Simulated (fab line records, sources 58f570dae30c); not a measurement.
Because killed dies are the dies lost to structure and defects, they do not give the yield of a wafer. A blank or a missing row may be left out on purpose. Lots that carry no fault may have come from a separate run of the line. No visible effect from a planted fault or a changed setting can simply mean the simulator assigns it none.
2 desks, one fault | flow berkeleyCmos170 | each desk has only its own numbers; what lay behind them comes last

FOR THE TOOL OWNER'S DESK: rieMetal-03
The tool's own readings at UCB170_M1_METAL_ETCH_12 (etches Al in Cl2/BCl3, stops on PSG, target depth 780 nm, time 130 s): means of the sampled wafers that have a number, for each lot that ran on this tool. A lot is out of limits, marked OUT, if its mean lies more than 4 standard deviations from the usual mean; the brackets give that distance.
Columns: A = drypumpMotorCurrentA at UCB170_M1_METAL_ETCH_12, usual 5.8 A; B = oesProductAu at UCB170_M1_METAL_ETCH_12, usual 0.860 a.u.; C = runLengthS at UCB170_M1_METAL_ETCH_12, usual 158.3 s; D = throttleValvePct at UCB170_M1_METAL_ETCH_12, usual 24.31 %
lot  | first seen here | A   | B     | C                | D
L279 | day 8 22:33     | 5.7 | 0.863 | 158.2            | 24.30
L280 | day 9 05:14     | 5.6 | 0.868 | 158.5            | 24.32
L282 | day 9 18:13     | 5.6 | 0.856 | 158.4            | 24.31
L286 | day 10 06:37    | 5.7 | 0.868 | 158.1            | 24.32
L289 | day 10 17:13    | 5.7 | 0.864 | 158.4            | 24.32
L291 | day 11 04:40    | 5.3 | 0.868 | 158.2            | 24.37
L294 | day 11 12:53    | 5.3 | 0.891 | 155.1 (-6.7) OUT | 24.35
L297 | day 11 21:44    | 5.3 | 0.887 | 155.1 (-6.7) OUT | 24.35
Finding of this desk: L294, L297 out of limits; the first was L294 at day 11 12:53, on runLengthS at UCB170_M1_METAL_ETCH_12. L279, L280, L282, L286, L289, L291 stayed within limits.

FROM THE METROLOGY DESK
Lot by lot, what the gauges showed, no matter which tool ran the lot: averages of those sampled wafers that carry a number. A lot is out of limits, marked OUT, if its mean lies more than 4 standard deviations from the usual mean; the brackets give that distance.
Columns: A = cdNm at UCB170_CONTACT_CD_MEAS_15, usual 699.9 nm; B = M1_AL_THK at UCB170_M1_THK_MEAS_02, usual 597 nm
lot  | first seen here | A     | B
L279 | day 8 20:16     | 701.1 | 606
L280 | day 9 02:55     | 697.8 | 604
L281 | day 9 03:10     | 699.6 | 601
L282 | day 9 13:35     | 699.3 | 593
L286 | day 10 03:36    | 700.8 | 609
L287 | day 10 04:31    | 700.4 | 594
L285 | day 10 04:38    | 701.0 | 601
L288 | day 10 13:07    | 700.4 | 601
L289 | day 10 13:35    | 699.1 | 599
L291 | day 11 01:38    | 699.4 | 596
L294 | day 11 10:28    | 700.5 | 598
L297 | day 11 19:01    | 700.7 | 594
L299 | day 12 17:56    | 700.3 | 594
L301 | day 12 19:32    | 699.7 | 597
This desk's verdict: no lot among the 14 shows anything out of limits.

TAKEN TOGETHER
The tool owner's desk had the chance to raise an alarm at day 11 12:53 on L294, L297.
The metrology desk saw nothing out of limits.
The metrology desk has L294, L297 on record, within its limits.
UCB170_M1_METAL_ETCH_12 was run on rieMetal-03 by each of the lots named.

WHAT HAD BEEN PUT IN BY THE SIMULATOR
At UCB170_M1_METAL_ETCH_12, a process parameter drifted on rieMetal-03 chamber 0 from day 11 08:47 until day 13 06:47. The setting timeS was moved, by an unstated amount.
Lots struck among those shown: L294, L297.
Each desk's first reading out of limits, in hours after the fault started: the tool owner's desk, 4.
